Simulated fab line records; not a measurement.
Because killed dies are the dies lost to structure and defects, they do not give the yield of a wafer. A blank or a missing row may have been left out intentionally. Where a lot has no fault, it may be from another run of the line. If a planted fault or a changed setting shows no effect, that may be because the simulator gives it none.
fab line records    flow ritCmos
record lots=12  wafers=36  lastDay=7
route steps=202 shown ACTIVE@11 M1@202
lots that met no fault: from a run of the same line without faults
startH: the number of hours between the record's first day and the start of the first shown wafer of the lot    waitH: hours elapsed since this lot's preceding step    " as in the row above    L1.1+2: one row covering several wafers at once    - no value, or no start was given    * or withheld: withheld    < > ~ a bound
route shown NAME@n: names a module that has steps shown in the file, with the first one's number in the route    usual: the fault-free wafers' mean and standard deviation    same: alike in all rows    chamber/n: place in a boat    sites: the reading at each site    _std_site: the values' standard deviation    _edge_site: outer sites' mean less inner sites'    radiusMm: for every site, how far away it sits from the centre of the wafer    mask NAME#n: copy n    behind: the last tool/chamber to shape the wafer    hold: why the lot was held/for how many hours/how that ended    device: the transistor (n, p or np) that didn't switch    end of line: tests run on the same wafers once the route is complete    a step given without rows: its recipe and nothing more    killed: dies that structure and defects cost at the first sort, which is not the same as the wafer's yield    map: a wafer's dies, marking killed ones x, the rest . and places with no die _
set.NAME: the setting as run; set.NAME@STEP: as run at that earlier step    model.NAME: the simulator's own value behind a step, which no gauge read
steps of the route over a sample of lots; a table a step, a row a wafer
## steps
# step RIT_ACTIVE_DEVELOP_10
# recipe resist=NOVOLAK  developTimeS=50  devTempC=23
lot.wafer   tool           chamber  startH  waitH
L115.3+4+6  lithoTrack-04  0        14      -
L116.2+3+6  lithoTrack-02  0        19      -
L117.1+4+6  lithoTrack-04  0        25      -
L118.2+4+6  lithoTrack-02  0        29      -
L119.4+5+6  lithoTrack-03  0        39      -
L121.1+4+6  lithoTrack-02  0        45      -
L125.2+3+5  lithoTrack-04  0        65      -
L127.1+2+6  lithoTrack-04  0        76      -
L128.1+2+3  lithoTrack-04  0        79      -
L133.1+4+6  lithoTrack-03  0        104     -
L134.2+3+6  lithoTrack-03  0        109     -
L137.1+3+4  lithoTrack-03  0        124     -
# step RIT_M1_PROBE_99
# usual killedAtContacts=0.1/0.31  killedAtFrontEnd=8/3.1  killedDies=8/3.2  killedOnRim=2.1/1.6  killedOpen=3.9/2.2  killedShort=3.8/2.1
# same grossDies=264  killed_at_M0_to_M3=0  killed_at_M4_up=0  killedAtBackSide=0  killedAtOther=0
lot.wafer  tool       chamber  startH  waitH  killedAtContacts  killedAtFrontEnd  killedDies  killedOnRim  killedOpen  killedShort
L127.1     prober-02  -        122.41  0.1    0                 212               212         70           4           5
L127.2     prober-02  -        122.46  0.1    0                 209               209         69           4           3
L127.6     prober-02  -        122.66  0.2    0                 216               216         70           9           2
L128.1     prober-01  -        124.24  0.1    0                 154               154         66           1           5
L128.2     prober-01  -        124.29  0.1    0                 178               178         67           5           8
L128.3     prober-01  -        124.34  0.2    0                 163               163         66           3           4
L133.1     prober-02  -        153.94  0.1    0                 9                 9           4            2           7
L133.4     prober-02  -        154.09  0.2    0                 5                 5           2            4           1
L133.6     prober-02  -        154.19  0.2    0                 12                12          3            4           8
# killed by level:class
L127.1 ACTIVE:areaDevelop=203 FOX2:geometricParticle:short=4 GATE:geometricParticle:open=3 FOX2:geometricParticle:open=1 SILICIDE:geometricParticle:short=1
L127.2 ACTIVE:areaDevelop=202 FOX1:geometricParticle:open=2 ACTIVE:geometricParticle:open=1 FOX1:geometricParticle:short=1 GATE:geometricParticle:short=1 SPACER:geometricParticle:short=1 SPACER:geometricParticle:open=1
L127.6 ACTIVE:areaDevelop=205 GATE:geometricParticle:open=3 REOX:geometricParticle:open=3 FOX1:geometricParticle:short=1 FOX1:geometricParticle:open=1 REOX:geometricParticle:short=1 SPACER:geometricParticle:open=1 SILICIDE:geometricParticle:open=1
L128.1 ACTIVE:areaDevelop=148 GATE:geometricParticle:short=2 FOX1:geometricParticle:short=1 FOX2:geometricParticle:short=1 REOX:geometricParticle:open=1 SPACER:geometricParticle:short=1
L128.2 ACTIVE:areaDevelop=165 GATE:geometricParticle:short=5 GATE:geometricParticle:open=3 FOX1:geometricParticle:short=2 ACTIVE:geometricParticle:open=1 SPACER:geometricParticle:open=1 SILICIDE:geometricParticle:short=1
L128.3 ACTIVE:areaDevelop=156 GATE:geometricParticle:open=2 GATE:geometricParticle:short=2 REOX:geometricParticle:short=1 REOX:geometricParticle:open=1 SPACER:geometricParticle:short=1
L133.1 GATE:geometricParticle:short=3 REOX:geometricParticle:short=2 GATE:geometricParticle:open=1 SPACER:geometricParticle:short=1 SILICIDE:geometricParticle:short=1 SILICIDE:geometricParticle:open=1
L133.4 GATE:geometricParticle:open=3 FOX1:geometricParticle:short=1 SILICIDE:geometricParticle:open=1
L133.6 REOX:geometricParticle:short=3 GATE:geometricParticle:short=2 SILICIDE:geometricParticle:open=2 SILICIDE:geometricParticle:short=2 FOX1:geometricParticle:open=1 FOX1:geometricParticle:short=1 GATE:geometricParticle:open=1
## key
firstSign step=RIT_M1_PROBE_99  reading=killedAtFrontEnd  direction=up  sigmas=58  usual=8  struck=189
effect step=RIT_M1_PROBE_99  reading=killedDies  direction=up  sigmas=57  usual=8  struck=189
moreKillsBornAt RIT_ACTIVE_DEVELOP_10@lithoTrack-04=1079
metAt RIT_ACTIVE_DEVELOP_10
struckLots L127,L128
laterRowsLeftOut L127.1,L127.2,L127.6,L128.1,L128.2,L128.3
testerLeftOut L127,L128
loopTrim step=RIT_ACTIVE_EXPOSE_08  setting=dose  lots=L128
onsetBetween 65 76
fault kind=processParameterDrift  tool=lithoTrack-04  chamber=-  onsetH=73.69  steps=RIT_ACTIVE_DEVELOP_10  channel=developTimeS  offset=*  shape=step  endH=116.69  actsIn=*  stated=*
# testerLeftOut: of these lots the tester's yield and bins aren't shown, on N5 and GAA mostly nor the transistor test; their killed dies are dies lost to structure and defects alone, not to doping, threshold or leakage, so they don't give the yield
# laterRowsLeftOut: the simulator's readings of these wafers behind a module that went badly wrong aren't trusted and aren't shown, but for the sort
# loopTrim: a control loop set the setting to another value than it would have without faults
